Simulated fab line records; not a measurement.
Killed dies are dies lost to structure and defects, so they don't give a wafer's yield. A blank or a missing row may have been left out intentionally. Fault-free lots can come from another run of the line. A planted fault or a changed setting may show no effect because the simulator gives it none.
fab line records + flow berkeley-cmos170
[record]
- lots = 7
- wafers = 21
- last-day = 11
route steps=331 shown M3@310
lots with no fault: from the same line, run without faults
start-h: start of the lot's first displayed wafer, in hours after the record's first day + wait-h: hours elapsed since this lot's preceding step + " the same as in the row above + L1.1+2: one row covering several wafers at once + - no value present, or no start provided + * or withheld: withheld + < > ~ a bound
route shown NAME@n: NAME is a module with steps in the file, n the number in the route of the first one + usual: mean and standard deviation over wafers with no fault + same: alike in all rows + chamber/n: place in a boat + sites: the reading at each site + _std_site: the values' standard deviation + _edge_site: inner sites' mean taken away from outer sites' mean + radius-mm: how far each site lies from the wafer's centre + mask NAME#n: copy n + behind: the last tool/chamber to shape the wafer + hold: why the lot went on hold/how many hours it stayed there/how the hold came to an end + device: names the non-switching transistor (n, p or np) + end of line: the same wafers' tests at the end of the route + a step without rows: its recipe alone + killed: count of dies lost to structure and defects at first sort (not the wafer's yield) + map: per-die view of a wafer (x killed, . not killed, _ where there is no die)
set.NAME: the setting that was run; set.NAME@STEP: the one run at that earlier step + model.NAME: the simulator's own value behind a step, which no gauge read
lots at selected steps of the route; one table per step, one row per wafer
services: a tool's chamber out of use, with start hour (start-h, from the record's first day; less than 0 if before it), hours out, and reason
[[steps]]
[step UCB170_M3_SPUTTER_01]
[recipe]
- material = Al
- target-thk-nm = 900
- time-s = 120
- power-w = 6000
- chamber-pressure-pa = 0.5
[usual]
- chamber-pressure-pa = 0.5001/0.001
- throttle-valve-pct = 30.0/0.94
| lot.wafer | tool           | chamber | start-h | wait-h | chamber-pressure-pa | throttle-valve-pct |
|-----------|----------------|---------|---------|--------|---------------------|--------------------|
| L508.2    | pvd-sputter-02 | -       | 178.72  | 0.0    | 0.5003              | 29.2               |
| L508.4    | "              | -       | "       | "      | 0.4997              | 30.5               |
| L508.5    | "              | -       | "       | "      | 0.4998              | 28.9               |
| L507.2    | pvd-sputter-04 | -       | 178.96  | 0.0    | 0.4989              | 29.7               |
| L507.3    | "              | -       | "       | "      | 0.5015              | 28.6               |
| L507.5    | "              | -       | "       | "      | 0.5002              | 29.7               |
| L516.1    | pvd-sputter-03 | -       | 221.73  | 0.0    | 0.5007              | 29.3               |
| L516.2    | "              | -       | "       | "      | 0.5000              | 31.9               |
| L516.4    | "              | -       | "       | "      | 0.4980              | 29.4               |
| L514.1    | pvd-sputter-04 | -       | 222.06  | 0.0    | 0.5004              | 28.6               |
| L514.2    | "              | -       | "       | "      | 0.5008              | 30.7               |
| L514.4    | "              | -       | "       | "      | 0.5019              | 29.9               |
| L517.1    | pvd-sputter-04 | -       | 231.73  | 0.0    | 0.5013              | 29.9               |
| L517.4    | "              | -       | "       | "      | 0.4997              | 28.8               |
| L517.5    | "              | -       | "       | "      | 0.5011              | 29.7               |
| L524.2    | pvd-sputter-03 | -       | 270.38  | 0.0    | 0.4998              | 31.4               |
| L524.3    | "              | -       | "       | "      | 0.4989              | 31.8               |
| L524.4    | "              | -       | "       | "      | 0.4993              | 29.1               |
| L525.3    | pvd-sputter-04 | -       | 270.49  | 0.0    | 0.4995              | 30.7               |
| L525.4    | "              | -       | "       | "      | 0.4995              | 29.9               |
| L525.5    | "              | -       | "       | "      | 0.4995              | 29.8               |
[step UCB170_M3_RS_MEAS_02]
[recipe]
- thk-meas-gauge = four-point-probe
- reads = Al_of_M3_SPUTTER_01
[usual]
- M3_AL_RS = 0.0323/0.00046
| lot.wafer | tool          | chamber | start-h | wait-h | M3_AL_RS[ohm/sq] |
|-----------|---------------|---------|---------|--------|------------------|
| L508.2    | film-metro-01 | -       | 178.82  | 0.1    | 0.0322           |
| L508.4    | "             | -       | "       | "      | 0.0320           |
| L508.5    | "             | -       | "       | "      | 0.0320           |
| L507.2    | film-metro-02 | -       | 179.06  | 0.1    | 0.0334           |
| L507.3    | "             | -       | "       | "      | 0.0327           |
| L507.5    | "             | -       | "       | "      | 0.0333           |
| L516.1    | film-metro-03 | -       | 221.81  | 0.0    | 0.0317           |
| L516.2    | "             | -       | "       | "      | 0.0322           |
| L516.4    | "             | -       | "       | "      | 0.0324           |
| L514.1    | film-metro-03 | -       | 222.14  | 0.0    | 0.0316           |
| L514.2    | "             | -       | "       | "      | 0.0324           |
| L514.4    | "             | -       | "       | "      | 0.0321           |
| L517.1    | film-metro-01 | -       | 231.81  | 0.0    | 0.0325           |
| L517.4    | "             | -       | "       | "      | 0.0323           |
| L517.5    | "             | -       | "       | "      | 0.0327           |
| L524.2    | film-metro-03 | -       | 270.48  | 0.1    | 0.0318           |
| L524.3    | "             | -       | "       | "      | 0.0319           |
| L524.4    | "             | -       | "       | "      | 0.0317           |
| L525.3    | film-metro-02 | -       | 270.62  | 0.1    | 0.0325           |
| L525.4    | "             | -       | "       | "      | 0.0320           |
| L525.5    | "             | -       | "       | "      | 0.0327           |
[step UCB170_M3_THK_MEAS_03]
[recipe]
- thk-meas-gauge = xrf
- reads = Al_of_M3_SPUTTER_01
[usual]
- M3_AL_THK = 896/13
| lot.wafer | tool          | chamber | start-h | wait-h | M3_AL_THK[nm] |
|-----------|---------------|---------|---------|--------|---------------|
| L508.2    | film-metro-01 | -       | 178.93  | 0.1    | 896           |
| L508.4    | "             | -       | "       | "      | 896           |
| L508.5    | "             | -       | "       | "      | 900           |
| L507.2    | film-metro-02 | -       | 179.17  | 0.1    | 874           |
| L507.3    | "             | -       | "       | "      | 891           |
| L507.5    | "             | -       | "       | "      | 869           |
| L516.1    | film-metro-03 | -       | 221.93  | 0.1    | 912           |
| L516.2    | "             | -       | "       | "      | 899           |
| L516.4    | "             | -       | "       | "      | 894           |
| L514.1    | film-metro-03 | -       | 222.26  | 0.1    | 914           |
| L514.2    | "             | -       | "       | "      | 894           |
| L514.4    | "             | -       | "       | "      | 903           |
| L517.1    | film-metro-01 | -       | 231.93  | 0.1    | 894           |
| L517.4    | "             | -       | "       | "      | 894           |
| L517.5    | "             | -       | "       | "      | 885           |
| L524.2    | film-metro-03 | -       | 270.59  | 0.1    | 913           |
| L524.3    | "             | -       | "       | "      | 909           |
| L524.4    | "             | -       | "       | "      | 916           |
| L525.3    | film-metro-02 | -       | 270.72  | 0.1    | 894           |
| L525.4    | "             | -       | "       | "      | 901           |
| L525.5    | "             | -       | "       | "      | 885           |
[step UCB170_M3_HMDS_04]
[recipe]
- prime-time-s = 60
- prime-temp-c = 100
[step UCB170_M3_COAT_05]
[recipe]
- resist = KrF
- spin-rpm = 1500
- resist-thk-nm = 900
[step UCB170_M3_SOFTBAKE_06]
[recipe]
- resist = KrF
- temp-c = 130
- time-s = 60
[step UCB170_M3_STRIP_07]
[recipe]
- chemistry = O2
- power-w = 400
- pressure-mtorr = 3500
- platen-temp-c = withheld
- o2-flow-sccm = 400
- overash-fraction = 0.5
[usual]
- drypump-motor-current-A = 5.6/0.45
- oes-product-au = 0.734/0.0047
- strip-time-to-endpoint-s = 21.99/0.05
| lot.wafer | tool            | chamber | start-h | wait-h | drypump-motor-current-A | oes-product-au | rf-hours-counter-h | strip-time-to-endpoint-s |
|-----------|-----------------|---------|---------|--------|-------------------------|----------------|--------------------|--------------------------|
| L508.2    | plasma-asher-01 | 0       | 179.43  | 0.1    | 6.1                     | 0.735          | 41                 | 22.03                    |
| L508.4    | "               | 0       | "       | "      | 6.1                     | 0.736          | -                  | 21.93                    |
| L508.5    | "               | 1       | "       | "      | 5.8                     | 0.738          | -                  | 21.99                    |
| L507.2    | plasma-asher-04 | 1       | 179.68  | 0.1    | 5.4                     | 0.732          | 47                 | 22.03                    |
| L507.3    | "               | 1       | "       | "      | 5.5                     | 0.740          | -                  | 22.04                    |
| L507.5    | "               | 0       | "       | "      | 5.0                     | 0.731          | -                  | 21.97                    |
| L516.1    | plasma-asher-04 | 0       | 222.71  | 0.1    | 5.0                     | 0.729          | 52                 | 21.98                    |
| L516.2    | "               | 1       | "       | "      | 5.5                     | 0.740          | 52                 | 22.01                    |
| L516.4    | "               | 1       | "       | "      | 5.5                     | 0.734          | -                  | 22.01                    |
| L514.1    | plasma-asher-04 | 0       | 223.43  | 0.1    | 5.0                     | 0.729          | 52                 | 21.94                    |
| L514.2    | "               | 1       | "       | "      | 5.5                     | 0.732          | 52                 | 22.01                    |
| L514.4    | "               | 0       | "       | "      | 5.0                     | 0.736          | -                  | 22.01                    |
| L517.1    | plasma-asher-03 | 0       | 232.44  | 0.1    | 6.2                     | 0.734          | 13                 | 22.09                    |
| L517.4    | "               | 0       | "       | "      | 6.2                     | 0.736          | -                  | 22.05                    |
| L517.5    | "               | 1       | "       | "      | 6.1                     | 0.731          | -                  | 22.07                    |
| L524.2    | plasma-asher-03 | 0       | 271.50  | 0.1    | 6.2                     | 0.744          | 18                 | 22.06                    |
| L524.3    | "               | 0       | "       | "      | 6.2                     | 0.739          | -                  | 21.98                    |
| L524.4    | "               | 1       | "       | "      | 6.1                     | 0.733          | -                  | 21.97                    |
| L525.3    | plasma-asher-04 | 1       | 271.89  | 0.1    | 5.4                     | 0.733          | -                  | 22.02                    |
| L525.4    | "               | 0       | "       | "      | 5.0                     | 0.735          | -                  | 21.99                    |
| L525.5    | "               | 0       | "       | "      | 5.0                     | 0.735          | -                  | 22.07                    |
[step UCB170_M3_STRIP_08]
[recipe]
- chemistry = DMSO
- temp-c = 80
- time-s = 600
- material = KrF
[step UCB170_M3_COAT_09]
[recipe]
- resist = BARC
- temp-c = withheld
- time-s = withheld
- spin-rpm = 3000
- resist-thk-nm = withheld
[step UCB170_M3_COAT_10]
[recipe]
- resist = KrF
- spin-rpm = 1500
- resist-thk-nm = 900
[step UCB170_M3_SOFTBAKE_11]
[recipe]
- resist = KrF
- temp-c = 130
- time-s = 60
[step UCB170_M3_EXPOSE_12]
[recipe]
- mask-id = METAL3
- target-cd-nm = 700
- na = 0.5
- sigma-outer = 0.6
- source-shape = conventional
- dose-mj = 26
[step UCB170_M3_PEB_13]
[recipe]
- peb-temp-c = 130
- peb-time-s = withheld
- resist = KrF
[usual]
- chill-plate-temp-C = 23.00/0.1
- heater-power-total-W = 56.80/0.044
- plate-temp-C = 130.00/0.14
| lot.wafer | tool           | chamber | start-h | wait-h | chill-plate-temp-C | heater-power-total-W | plate-temp-C |
|-----------|----------------|---------|---------|--------|--------------------|----------------------|--------------|
| L508.2    | litho-track-02 | 0       | 180.71  | 0.4    | 23.06              | 56.78                | 129.89       |
| L508.4    | "              | 0       | "       | "      | 23.03              | 56.83                | 129.94       |
| L508.5    | "              | 0       | "       | "      | 23.22              | 56.81                | 130.07       |
| L507.2    | litho-track-03 | 0       | 181.26  | 0.5    | 23.11              | 56.87                | 129.94       |
| L507.3    | "              | 0       | "       | "      | 22.95              | 56.75                | 130.00       |
| L507.5    | "              | 0       | "       | "      | 23.09              | 56.86                | 129.99       |
| L516.1    | litho-track-02 | 0       | 225.06  | 0.6    | 22.82              | 50.77                | 119.04       |
| L516.2    | "              | 0       | "       | "      | 22.92              | 50.72                | 119.21       |
| L516.4    | "              | 0       | "       | "      | 22.98              | 50.73                | 119.20       |
| L514.1    | litho-track-02 | 0       | 225.33  | 0.6    | 22.96              | 50.70                | 119.53       |
| L514.2    | "              | 0       | "       | "      | 22.90              | 50.74                | 119.32       |
| L514.4    | "              | 0       | "       | "      | 22.93              | 50.77                | 119.43       |
| L517.1    | litho-track-02 | 0       | 234.84  | 0.3    | 23.19              | 50.72                | 119.44       |
| L517.4    | "              | 0       | "       | "      | 22.98              | 50.74                | 119.47       |
| L517.5    | "              | 0       | "       | "      | 23.19              | 50.77                | 119.15       |
| L524.2    | litho-track-04 | 0       | 273.15  | 0.4    | 22.77              | 56.76                | 130.15       |
| L524.3    | "              | 0       | "       | "      | 22.95              | 56.85                | 130.18       |
| L524.4    | "              | 0       | "       | "      | 22.80              | 56.77                | 130.07       |
| L525.3    | litho-track-04 | 0       | 273.90  | 0.7    | 23.11              | 56.82                | 129.75       |
| L525.4    | "              | 0       | "       | "      | 22.97              | 56.74                | 129.87       |
| L525.5    | "              | 0       | "       | "      | 23.13              | 56.81                | 130.04       |
[step UCB170_M3_DEVELOP_14]
[recipe]
- developer = TMAH
- develop-time-s = 45
- resist = KrF
- dev-temp-c = 21
[step UCB170_M3_CD_MEAS_15]
[recipe]
- target-cd-nm = 700
[usual]
- cd-nm = 700.3/1.4
| lot.wafer | tool      | chamber | start-h | wait-h | cd-nm |
|-----------|-----------|---------|---------|--------|-------|
| L508.2    | cd-sem-01 | -       | 181.10  | -      | 700.5 |
| L508.4    | "         | -       | "       | "      | 701.5 |
| L508.5    | "         | -       | "       | "      | 702.6 |
| L507.2    | cd-sem-01 | -       | 181.74  | -      | 700.3 |
| L507.3    | "         | -       | "       | "      | 701.3 |
| L507.5    | "         | -       | "       | "      | 699.6 |
| L516.1    | cd-sem-01 | -       | 225.33  | -      | 810.2 |
| L516.2    | "         | -       | "       | "      | 810.3 |
| L516.4    | "         | -       | "       | "      | 808.7 |
| L514.1    | cd-sem-02 | -       | 225.61  | -      | 810.1 |
| L514.2    | "         | -       | "       | "      | 808.8 |
| L514.4    | "         | -       | "       | "      | 808.2 |
| L517.1    | cd-sem-01 | -       | 235.12  | -      | 812.7 |
| L517.4    | "         | -       | "       | "      | 813.1 |
| L517.5    | "         | -       | "       | "      | 813.0 |
| L524.2    | cd-sem-01 | -       | 273.42  | -      | 703.2 |
| L524.3    | "         | -       | "       | "      | 703.0 |
| L524.4    | "         | -       | "       | "      | 700.6 |
| L525.3    | cd-sem-01 | -       | 274.17  | -      | 700.9 |
| L525.4    | "         | -       | "       | "      | 702.9 |
| L525.5    | "         | -       | "       | "      | 701.9 |
[step UCB170_M3_OVL_MEAS_16]
[usual]
- M3_OVL = -1/6.9
| lot.wafer | tool       | chamber | start-h | wait-h | M3_OVL[nm] |
|-----------|------------|---------|---------|--------|------------|
| L508.2    | overlay-01 | -       | 181.21  | 0.1    | 12         |
| L508.4    | "          | -       | "       | "      | 8          |
| L508.5    | "          | -       | "       | "      | -1         |
| L507.2    | overlay-01 | -       | 181.84  | 0.1    | 5          |
| L507.3    | "          | -       | "       | "      | 11         |
| L507.5    | "          | -       | "       | "      | 6          |
| L516.1    | overlay-01 | -       | 225.45  | 0.1    | 11         |
| L516.2    | "          | -       | "       | "      | 20         |
| L516.4    | "          | -       | "       | "      | 14         |
| L514.1    | overlay-01 | -       | 225.73  | 0.1    | 0          |
| L514.2    | "          | -       | "       | "      | 15         |
| L514.4    | "          | -       | "       | "      | 11         |
| L517.1    | overlay-01 | -       | 235.24  | 0.1    | 6          |
| L517.4    | "          | -       | "       | "      | -5         |
| L517.5    | "          | -       | "       | "      | 4          |
| L524.2    | overlay-02 | -       | 273.53  | 0.1    | 5          |
| L524.3    | "          | -       | "       | "      | -5         |
| L524.4    | "          | -       | "       | "      | -2         |
| L525.3    | overlay-01 | -       | 274.26  | 0.1    | -4         |
| L525.4    | "          | -       | "       | "      | -5         |
| L525.5    | "          | -       | "       | "      | -3         |
[step UCB170_M3_ETCH_17]
[recipe]
- chemistry = N2/H2
- target-depth-a = withheld
- overetch-a = withheld
- target = BARC
- time-s = withheld
- source-w = 500
- bias-w = 100
- pressure-mtorr = 30
- n2-flow-sccm = 100
- h2-flow-sccm = 200
[usual]
- drypump-motor-current-A = 5.7/0.46
- oes-product-au = 1.010/0.016
- throttle-valve-pct = 13.25/0.15
| lot.wafer | tool        | chamber | start-h | wait-h | drypump-motor-current-A | oes-product-au | throttle-valve-pct | model.M3.cd-nm |
|-----------|-------------|---------|---------|--------|-------------------------|----------------|--------------------|----------------|
| L508.2    | rie-diel-03 | 2       | 181.24  | 0.0    | 5.0                     | 1.032          | 13.48              | 700.3          |
| L508.4    | "           | 3       | "       | "      | 6.5                     | 0.991          | 13.00              | 700.6          |
| L508.5    | "           | 2       | "       | "      | 5.0                     | 1.030          | 13.47              | 702            |
| L507.2    | rie-diel-01 | 2       | 181.87  | 0.0    | 5.8                     | 1.018          | 13.48              | 699.9          |
| L507.3    | "           | 0       | "       | "      | 5.3                     | 1.025          | 13.28              | 701.8          |
| L507.5    | "           | 1       | "       | "      | 5.7                     | 1.021          | 13.02              | 698.9          |
| L516.1    | rie-diel-03 | 2       | 225.49  | 0.0    | 5.0                     | 1.045          | 13.47              | 810            |
| L516.2    | "           | 1       | "       | "      | 5.8                     | 1.010          | 13.17              | 808.9          |
| L516.4    | "           | 0       | "       | "      | 5.8                     | 1.012          | 13.37              | 808.6          |
| L514.1    | rie-diel-01 | 1       | 225.76  | 0.0    | 5.7                     | 1.010          | 13.02              | 809.9          |
| L514.2    | "           | 0       | "       | "      | 5.2                     | 1.029          | 13.27              | 809.4          |
| L514.4    | "           | 1       | "       | "      | 5.7                     | 1.019          | 13.02              | 808.4          |
| L517.1    | rie-diel-03 | 0       | 235.27  | 0.0    | 5.8                     | 1.010          | 13.36              | 813            |
| L517.4    | "           | 3       | "       | "      | 6.5                     | 0.990          | 13.02              | 813.6          |
| L517.5    | "           | 1       | "       | "      | 5.7                     | 1.017          | 13.17              | 812.3          |
| L524.2    | rie-diel-03 | 1       | 273.56  | 0.0    | 5.7                     | 1.012          | 13.17              | 703.2          |
| L524.3    | "           | 3       | "       | "      | 6.5                     | 0.995          | 13.01              | 703.2          |
| L524.4    | "           | 2       | "       | "      | 5.0                     | 1.038          | 13.49              | 700.7          |
| L525.3    | rie-diel-04 | 2       | 274.28  | 0.0    | 5.4                     | 1.018          | 13.29              | 701.3          |
| L525.4    | "           | 0       | "       | "      | 6.5                     | 0.987          | 13.39              | 703.5          |
| L525.5    | "           | 2       | "       | "      | 5.4                     | 1.014          | 13.30              | 702.6          |
[step UCB170_M3_METAL_ETCH_18]
[recipe]
- chemistry = Cl2/BCl3
- target = Al
- stop-on = SiO2
- pressure-mtorr = 12
- target-depth-a = 11700
- over-etch-frac = 0.3
- time-s = 195
- icp-w = 600
- bias-w = 120
- Cl2_flow_sccm = 90
- bcl3-flow-sccm = 45
[usual]
- drypump-motor-current-A = 5.9/0.38
- oes-product-au = 0.859/0.017
- throttle-valve-pct = 24.5/0.34
| lot.wafer | tool         | chamber | start-h | wait-h | drypump-motor-current-A | oes-product-au | rf-hours-counter-h | throttle-valve-pct | model.M3.cd-nm |
|-----------|--------------|---------|---------|--------|-------------------------|----------------|--------------------|--------------------|----------------|
| L508.2    | rie-metal-04 | 1       | 181.28  | -      | 6.3                     | 0.871          | 8                  | 24.6               | 705.5          |
| L508.4    | "            | 1       | "       | "      | 6.3                     | 0.873          | -                  | 24.6               | 706.2          |
| L508.5    | "            | 0       | "       | "      | 6.3                     | 0.883          | -                  | 24.1               | 696.6          |
| L507.2    | rie-metal-03 | 1       | 181.92  | -      | 5.5                     | 0.816          | 6                  | 24.7               | 704.6          |
| L507.3    | "            | 0       | "       | "      | 5.5                     | 0.851          | -                  | 24.6               | 706            |
| L507.5    | "            | 0       | "       | "      | 5.5                     | 0.845          | -                  | 24.7               | 699.8          |
| L516.1    | rie-metal-04 | 1       | 225.53  | -      | 6.3                     | 0.884          | 9                  | 24.6               | 814.4          |
| L516.2    | "            | 0       | "       | "      | 6.3                     | 0.875          | 5                  | 24.1               | 805.6          |
| L516.4    | "            | 0       | "       | "      | 6.3                     | 0.873          | -                  | 24.1               | 802.5          |
| L514.1    | rie-metal-03 | 0       | 225.80  | -      | 5.5                     | 0.868          | 10                 | 24.6               | 812.7          |
| L514.2    | "            | 1       | "       | "      | 5.5                     | 0.832          | 7                  | 24.6               | 813.8          |
| L514.4    | "            | 0       | "       | "      | 5.5                     | 0.863          | -                  | 24.7               | 812.2          |
| L517.1    | rie-metal-01 | 1       | 235.31  | -      | 6.3                     | 0.855          | 1                  | 23.9               | 805.6          |
| L517.4    | "            | 0       | "       | "      | 5.6                     | 0.845          | -                  | 24.9               | 811.9          |
| L517.5    | "            | 1       | "       | "      | 6.3                     | 0.861          | -                  | 24.0               | 807.1          |
| L524.2    | rie-metal-04 | 0       | 273.60  | -      | 6.3                     | 0.882          | 7                  | 24.1               | 704.3          |
| L524.3    | "            | 0       | "       | "      | 6.3                     | 0.889          | -                  | 24.1               | 700.3          |
| L524.4    | "            | 1       | "       | "      | 6.3                     | 0.876          | -                  | 24.6               | 706.7          |
| L525.3    | rie-metal-01 | 1       | 274.39  | -      | 6.3                     | 0.858          | -                  | 23.9               | 689.1          |
| L525.4    | "            | 0       | "       | "      | 5.6                     | 0.852          | -                  | 24.9               | 698.9          |
| L525.5    | "            | 1       | "       | "      | 6.3                     | 0.859          | -                  | 23.9               | 693.9          |
[step UCB170_M3_STRIP_19]
[recipe]
- chemistry = O2
- power-w = 400
- pressure-mtorr = 3500
- platen-temp-c = withheld
- o2-flow-sccm = 400
- overash-fraction = 0.5
[usual]
- drypump-motor-current-A = 5.8/0.41
- oes-product-au = 0.534/0.018
| lot.wafer | tool            | chamber | start-h | wait-h | drypump-motor-current-A | oes-product-au | rf-hours-counter-h |
|-----------|-----------------|---------|---------|--------|-------------------------|----------------|--------------------|
| L508.2    | plasma-asher-04 | 0       | 181.47  | 0.1    | 5.0                     | 0.537          | 47                 |
| L508.4    | "               | 1       | "       | "      | 5.4                     | 0.530          | -                  |
| L508.5    | "               | 1       | "       | "      | 5.5                     | 0.531          | -                  |
| L507.2    | plasma-asher-03 | 0       | 182.10  | 0.1    | 6.2                     | 0.561          | 8                  |
| L507.3    | "               | 0       | "       | "      | 6.2                     | 0.551          | -                  |
| L507.5    | "               | 1       | "       | "      | 6.1                     | 0.557          | -                  |
| L516.1    | plasma-asher-03 | 1       | 225.72  | 0.1    | 6.2                     | 0.528          | 12                 |
| L516.2    | "               | 0       | "       | "      | 6.2                     | 0.518          | 12                 |
| L516.4    | "               | 1       | "       | "      | 6.2                     | 0.537          | -                  |
| L514.1    | plasma-asher-01 | 0       | 225.99  | 0.1    | 6.1                     | 0.535          | 46                 |
| L514.2    | "               | 1       | "       | "      | 5.8                     | 0.554          | 46                 |
| L514.4    | "               | 0       | "       | "      | 6.1                     | 0.542          | -                  |
| L517.1    | plasma-asher-03 | 1       | 235.50  | 0.1    | 6.2                     | 0.515          | 13                 |
| L517.4    | "               | 1       | "       | "      | 6.1                     | 0.513          | -                  |
| L517.5    | "               | 1       | "       | "      | 6.1                     | 0.509          | -                  |
| L524.2    | plasma-asher-01 | 0       | 273.79  | 0.1    | 6.1                     | 0.542          | 51                 |
| L524.3    | "               | 1       | "       | "      | 5.8                     | 0.541          | -                  |
| L524.4    | "               | 0       | "       | "      | 6.1                     | 0.539          | -                  |
| L525.3    | plasma-asher-04 | 1       | 274.55  | 0.1    | 5.5                     | 0.504          | -                  |
| L525.4    | "               | 0       | "       | "      | 5.0                     | 0.510          | -                  |
| L525.5    | "               | 1       | "       | "      | 5.5                     | 0.523          | -                  |
[[services]]
| tool            | chamber | start-h | hours | kind           |
|-----------------|---------|---------|-------|----------------|
| rie-diel-03     | 2       | 155.16  | 8.1   | repair         |
| rie-metal-03    | 1       | 156.45  | 3.2   | repair         |
| rie-metal-01    | 1       | 176.40  | -     | clean          |
| rie-metal-01    | 1       | 176.40  | 18.8  | scheduled-down |
| rie-metal-01    | 1       | 176.40  | 18.8  | vent-cycle     |
| rie-diel-03     | 0       | 187.32  | 8.9   | repair         |
| rie-diel-01     | 3       | 187.78  | 7.5   | repair         |
| plasma-asher-03 | -       | 195.47  | 2.8   | pm             |
| rie-diel-01     | -       | 212.26  | 2.8   | pm             |
| rie-diel-01     | -       | 224.99  | 0.1   | repair         |
| rie-metal-01    | -       | 237.12  | 0.8   | repair         |
| rie-metal-01    | -       | 246.44  | 14.6  | pm             |
| rie-diel-03     | 0       | 251.64  | 5.7   | repair         |
| plasma-asher-01 | -       | 254.08  | 8.2   | pm             |
| plasma-asher-03 | -       | 269.03  | 0.7   | repair         |
[[key]]
[first-sign]
- step = UCB170_M3_PEB_13
- reading = heater-power-total-W
- direction = down
- sigmas = 99+
- usual = 56.80
- struck = 50.74
[effect]
- step = UCB170_M3_PEB_13
- reading = plate-temp-C
- direction = down
- sigmas = 76
- usual = *
- struck = *
[effect]
- step = UCB170_M3_CD_MEAS_15
- reading = cd-nm
- direction = up
- sigmas = 78
- usual = 700.3
- struck = 810.6
[model-effect]
- step = UCB170_M3_ETCH_17
- value = M3.cd-nm
- without = 700.7
- struck = 810.4
[model-effect]
- step = UCB170_M3_METAL_ETCH_18
- value = M3.cd-nm
- without = 699.8
- struck = 809.5
met-at UCB170_M3_PEB_13
struck-wafers L514.1,L514.2,L514.4,L516.1,L516.2,L516.4,L517.1,L517.4,L517.5
sort-left-out L514.1,L514.2,L514.4,L516.1,L516.2,L516.4,L517.1,L517.4,L517.5
[fault]
- kind = process-parameter-drift
- tool = litho-track-02
- chamber = -
- onset-h = 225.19
- steps = UCB170_M3_PEB_13
- channel = peb-temp-c
- offset = *
- shape = step
- end-h = 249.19
- acts-in = *
- stated = *
// sort-left-out: the simulated sort isn't trusted on such a fault, so these wafers' sort isn't shown, and their yield isn't known
